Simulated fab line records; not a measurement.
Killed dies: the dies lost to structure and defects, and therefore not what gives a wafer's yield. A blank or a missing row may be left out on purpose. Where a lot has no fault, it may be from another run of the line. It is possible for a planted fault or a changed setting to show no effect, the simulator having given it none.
Comparing a struck lot with a sound one + flow rit-cmos + 16 out of 202 route steps
Sound: the wafers L892.1, L892.3, L892.5. Wafers L896.1, L896.5, L896.6 were the ones struck. At the end, the cause is stated.
At each step with rows: each side's tool, then ch and its chambers, then its first start. Under that, the readings that differ: sound wafers + struck wafers + difference of the means + sigmas: that difference in standard deviations of wafers without a fault.
alike: readings with means less than 2 such deviations apart, plus words and numbers identical on both sides. not compared: withheld readings, readings lacking a value on some wafer, bounds such as >300 that could conceal the same value, and numbers that have no deviation in the record and whose values overlap.
Wherever a step has rows on one side only, a row that says differs or no value, or a row with sigmas, the two part there. Non-overlapping numbers with no deviation appear without sigmas and do not part them. Lack of a reading on every wafer of one side parts them only where that side has two or more wafers.

first, 2 steps without rows for these wafers: RIT_NRETRO_HARDBAKE_07 (time 120 s); RIT_NRETRO_IMPLANT_08.
RIT_NRETRO_STRIP_09: strips in O2, time 180 s.
  sound on plasma-asher-01 ch 0,1, day 4 14:26; struck on plasma-asher-02 ch 0,1, day 5 12:20
  alike: drypump-motor-current-A
  not compared: rf-hours-counter-h
RIT_NRETRO_TW_MEAS_10:
  sound on film-metro-04, day 4 14:37; struck on film-metro-04, day 5 12:31
  alike: NRETRO_TW
then, 6 steps without rows for these wafers: RIT_PRETRO_HMDS_00 (prime time 60 s); RIT_PRETRO_COAT_01 (resist thk 1300 nm); RIT_PRETRO_SOFTBAKE_02 (time 60 s); RIT_PRETRO_EXPOSE_03 (exposes mask M5, target cd 43700 nm); RIT_PRETRO_PEB_04; RIT_PRETRO_DEVELOP_05 (develop time 68 s).
RIT_PRETRO_OVL_MEAS_06:
  sound on overlay-01, day 4 15:43; struck on overlay-02, day 5 13:35
  alike: PRETRO_OVL
then, 1 step without rows for these wafers: RIT_PRETRO_HARDBAKE_07 (time 120 s).
RIT_PRETRO_IMPLANT_08:
  sound on implanter-03 ch 0, day 4 15:59; struck on implanter-04 ch 0, day 5 13:57
| reading                   | sound                | struck               | difference | sigmas      |
|---------------------------|----------------------|----------------------|------------|-------------|
| beam-energy-keV           | 45.017 45.000 44.987 | 60.739 60.744 60.761 | +15.747    | +99 or more |
| model.implant.rp-nm (nm)  | 147.9 147.9 147.9    | 182.9 182.9 182.9    | +35.0      |             |
| model.implant.drp-nm (nm) | 55.07 55.07 55.07    | 65.12 65.12 65.12    | +10.05     |             |
  alike: dose-ions-cm2
RIT_PRETRO_STRIP_09: strips in O2, time 180 s.
  sound on plasma-asher-04 ch 0,1, day 4 16:08; struck on plasma-asher-04 ch 0,1, day 5 14:06
  alike: drypump-motor-current-A
  not compared: rf-hours-counter-h
RIT_PRETRO_TW_MEAS_10:
  sound on film-metro-02, day 4 16:19; struck on film-metro-01, day 5 14:30
| reading   | sound       | struck      | difference | sigmas |
|-----------|-------------|-------------|------------|--------|
| PRETRO_TW | 475 477 473 | 495 496 498 | +21        | +7     |
  not compared: hold
RIT_M1_PROBE_99:
  only the struck wafers here have rows in the record (prober-01, day 6 23:58); the sound ones have none

WHERE THEY PART
Earliest at RIT_PRETRO_IMPLANT_08; latest, in this record, at RIT_M1_PROBE_99.

WHY: what the simulator had put in
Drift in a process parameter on implanter-04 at RIT_PRETRO_IMPLANT_08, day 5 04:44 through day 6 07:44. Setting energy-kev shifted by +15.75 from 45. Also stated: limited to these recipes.
